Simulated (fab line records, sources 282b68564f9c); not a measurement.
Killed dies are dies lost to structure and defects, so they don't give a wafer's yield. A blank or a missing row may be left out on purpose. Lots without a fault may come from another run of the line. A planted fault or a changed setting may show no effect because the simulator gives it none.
Chamber matching | flow rit_cmos | RIT_ACTIVE_ETCH_13 on rie_diel-02: 4 sister chambers
The step etches Si3N4 in SF6, stops on SiO2, time 210 s, target depth 210 nm. 4 wafers are shown with their chamber, then 8 later ones without.

WAFERS WITH THEIR CHAMBER
wafer  | chamber | drypump_motor_current_A (A)
L214.1 | 1       | 5.85
L214.2 | 3       | 5.51
L214.3 | 2       | 5.50
L220.2 | 0       | 6.32

WAFERS WITHOUT THEIR CHAMBER
wafer  | drypump_motor_current_A (A)
L220.5 | 5.50
L220.6 | 5.52
L225.3 | 5.52
L225.4 | 6.30
L225.6 | 5.53
L228.3 | 5.50
L228.4 | 5.49
L228.6 | 5.77

WHICH CHAMBER EACH WENT THROUGH
wafer  | from the rows above     | in truth
L220.5 | can't be placed: 2 or 3 | 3
L220.6 | can't be placed: 3 or 2 | 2
L225.3 | can't be placed: 3 or 2 | 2
L225.4 | 0                       | 0
L225.6 | can't be placed: 3 or 2 | 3
L228.3 | can't be placed: 2 or 3 | 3
L228.4 | can't be placed: 2 or 3 | 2
L228.6 | 1                       | 1
Placed correctly: 2 of 8. Can't be placed from these rows: 6 (the true chamber is among the candidates in 6). Placed wrongly: 0.
How it was worked out, from the rows above alone: a wafer's distance from a chamber is the root of the sum, over the readings, of the square of ((its reading less the chamber's mean) divided by the reading's scatter). The wafer belongs to the nearest chamber; if the next one is less than 2 further off, it can't be placed. A chamber's mean is the mean of its shown wafers. The scatter: with one shown wafer a chamber, the root of the mean of the squares of how far each hidden wafer lies from its nearest shown one.
